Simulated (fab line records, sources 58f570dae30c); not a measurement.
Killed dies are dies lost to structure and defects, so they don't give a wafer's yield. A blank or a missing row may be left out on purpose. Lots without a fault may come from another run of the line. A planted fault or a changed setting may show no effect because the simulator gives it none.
One fault seen from 2 desks | flow berkeley_cmos170 | each desk has only its own numbers; what lay behind them comes last

THE METROLOGY DESK
What the gauges read, lot by lot, whatever tool the lot ran on: means of the sampled wafers that have a number. A lot is out of limits, marked OUT, if its mean lies more than 4 standard deviations from the usual mean; the brackets give that distance.
Columns: A = cd_nm at UCB170_PLDD_CD_MEAS_06, usual 1200.2 nm; B = PSD_OVL at UCB170_PSD_OVL_MEAS_07, usual -3 nm; C = NLDD_RS at UCB170_SDANNEAL_RS_MEAS_05, usual 616.8 ohm/sq
lot  | first seen here | A      | B  | C
L129 | day 7 11:19     | 1200.2 | 4  | 616.8
L128 | day 7 11:34     | 1201.4 | -4 | 615.4
L130 | day 7 11:53     | 1201.8 | 3  | 618.8
L131 | day 8 10:38     | 1200.6 | -2 | 619.1
L133 | day 8 10:53     | 1200.2 | 2  | 617.3
L139 | day 9 05:28     | 1199.6 | -3 | 615.6
L141 | day 10 08:32    | 1200.9 | -5 | 617.1
L144 | day 11 02:37    | 1199.7 | 2  | 618.0
L148 | day 11 22:26    | 1198.9 | -7 | 618.8
L146 | day 11 22:43    | 1198.1 | -5 | 616.1
L147 | day 11 22:50    | 1200.3 | -4 | 616.3
L145 | day 11 23:07    | 1199.1 | -3 | 617.5
L151 | day 12 21:20    | 1200.3 | 5  | 616.8
L150 | day 12 21:43    | 1200.0 | -4 | 615.7
This desk's finding: nothing out of limits on any of the 14 lots.

THE TOOL OWNER'S DESK: litho_track-04
The tool's own readings at UCB170_BACKSIDE_SOFTBAKE_02 (time 60 s): means of the sampled wafers that have a number, for each lot that ran on this tool. A lot is out of limits, marked OUT, if its mean lies more than 4 standard deviations from the usual mean; the brackets give that distance.
Columns: A = run_length_s at UCB170_BACKSIDE_SOFTBAKE_02, usual 89.13 s
lot  | first seen here | A
L129 | day 7 23:59     | 89.30
L130 | day 8 00:27     | 89.15
L133 | day 9 01:12     | 103.66 (+85) OUT
L139 | day 9 20:14     | 103.60 (+85) OUT
L148 | day 12 20:21    | 89.24
This desk's finding: out of limits on L133, L139; first on L133, day 9 01:12 (run_length_s at UCB170_BACKSIDE_SOFTBAKE_02). In limits: L129, L130, L148.

PUT TOGETHER
The tool owner's desk could have raised an alarm at day 9 01:12, on L133, L139.
The metrology desk saw nothing out of limits.
The metrology desk has L133, L139 on record, within its limits.
Of the lots named, all ran UCB170_BACKSIDE_SOFTBAKE_02 on litho_track-04.

WHAT THE SIMULATOR HAD PUT IN
Process parameter drift: litho_track-04, from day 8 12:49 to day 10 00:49, at UCB170_BACKSIDE_SOFTBAKE_02. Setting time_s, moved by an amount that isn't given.
Lots struck among those shown: L133, L139.
Hours from the fault's start to each desk's first reading out of limits: the tool owner's desk, 12.
